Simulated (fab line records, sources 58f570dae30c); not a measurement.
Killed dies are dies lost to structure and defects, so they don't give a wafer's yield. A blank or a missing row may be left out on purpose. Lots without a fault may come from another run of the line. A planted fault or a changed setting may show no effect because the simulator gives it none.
Which tool did it? | flow berkeley_cmos170 | 15 lots, 45 wafers sampled, at 3 steps of a route of 331

WHAT THE GAUGES READ, wafer by wafer
UCB170_V1_OVL_MEAS_13. Usual: V1_OVL -2 nm, standard deviation 4.9.
lot  | measured     | on         | V1_OVL (nm) | flag
L900 | day 8 17:46  | overlay-01 | -9 -7 -4    |
L901 | day 9 02:55  | overlay-02 | -4 2 2      |
L904 | day 9 06:30  | overlay-02 | 9 9 5       |
L903 | day 9 08:58  | overlay-01 | -3 2 -1     |
L908 | day 9 16:16  | overlay-02 | 0 -3 -3     |
L905 | day 9 17:08  | overlay-02 | -2 -2 -1    |
L906 | day 9 18:26  | overlay-01 | 2 -7 -3     |
L907 | day 9 18:58  | overlay-02 | 2 0 2       |
L909 | day 10 07:17 | overlay-02 | -3 -14 -10  |
L910 | day 10 16:08 | overlay-02 | -8 -8 -10   |
L912 | day 10 17:25 | overlay-01 | -1 -1 -6    |
L918 | day 12 09:37 | overlay-01 | -8 -1 -9    |
L919 | day 12 10:49 | overlay-01 | -12 1 -2    |
L922 | day 13 05:31 | overlay-01 | -1 4 0      |
L923 | day 13 22:40 | overlay-01 | -1 5 -4     |

UCB170_V2_THK_MEAS_01. Usual: V2_TEOS_THK 1990 nm, standard deviation 31.
lot  | measured     | on            | V2_TEOS_THK (nm) | flag
L900 | day 8 22:20  | film_metro-01 | 1930 1957 1986   |
L901 | day 9 06:11  | film_metro-03 | 1960 1972 1955   |
L904 | day 9 10:20  | film_metro-03 | 2011 2044 2042   |
L903 | day 9 13:12  | film_metro-04 | 1954 2026 2020   |
L908 | day 9 20:02  | film_metro-03 | 1992 2025 2011   |
L905 | day 9 20:44  | film_metro-04 | 1979 1970 2011   |
L906 | day 9 21:37  | film_metro-04 | 1931 1985 2030   |
L907 | day 9 22:12  | film_metro-03 | 2009 2015 2005   |
L909 | day 10 11:10 | film_metro-04 | 1968 1986 1985   |
L910 | day 10 20:50 | film_metro-01 | 2001 1982 1937   |
L912 | day 10 21:10 | film_metro-04 | 2003 2005 2009   |
L918 | day 12 13:01 | film_metro-01 | 1920 1957 1986   |
L919 | day 12 16:06 | film_metro-01 | 1915 1920 1988   |
L922 | day 13 09:04 | film_metro-04 | 1970 1993 1994   |
L923 | day 14 02:09 | film_metro-04 | 1991 2056 2042   |

UCB170_V2_OVL_MEAS_13. Usual: V2_OVL 2 nm, standard deviation 4.6.
lot  | measured     | on         | V2_OVL (nm) | flag
L900 | day 9 00:02  | overlay-02 | 5 0 3       |
L901 | day 9 08:04  | overlay-02 | 5 2 -1      |
L904 | day 9 12:17  | overlay-02 | 0 0 2       |
L903 | day 9 15:39  | overlay-01 | 6 3 5       |
L908 | day 9 21:43  | overlay-01 | 8 5 10      |
L905 | day 9 22:34  | overlay-02 | -3 2 -6     |
L906 | day 9 23:45  | overlay-02 | -11 -3 0    |
L907 | day 10 00:34 | overlay-01 | 4 5 3       |
L909 | day 10 12:58 | overlay-02 | 1 -2 -1     |
L910 | day 10 22:40 | overlay-02 | -6 -4 0     |
L912 | day 10 22:53 | overlay-01 | 1 4 3       |
L918 | day 12 15:19 | overlay-02 | -5 3 -3     |
L919 | day 12 19:02 | overlay-01 | 7 3 2       |
L922 | day 13 11:35 | overlay-02 | 0 0 5       |
L923 | day 14 05:17 | overlay-01 | -1 5 0      |

WHICH TOOL RAN EACH LOT (tool, then ch and the chambers of the sampled wafers, then the start)
The record holds no process step before these readings.

WHAT THE TOOLS THEMSELVES READ (means of the sampled wafers that have a number; where no wafer has one, the mark that the record gives instead)
The record holds no such reading with a usual standard deviation.

THE ANSWER, worked out from the rows above alone
Rule: a lot is off if the mean of its wafers that have a number lies more than 3 standard deviations from the usual mean. A lot without any number at a reading at which 4 lots or more have one is off too. The other lots that the step has rows for count as sound. The gauges are gone through in route order, then the tools' own readings, and for those a lot's mean is taken as printed above. The first step at which some lot is off is used, and at that step the reading that is off furthest; a lot without a number counts as furthest.
No lot is off at any reading shown: from this, nothing can be told.

WHAT THE SIMULATOR HAD PUT IN
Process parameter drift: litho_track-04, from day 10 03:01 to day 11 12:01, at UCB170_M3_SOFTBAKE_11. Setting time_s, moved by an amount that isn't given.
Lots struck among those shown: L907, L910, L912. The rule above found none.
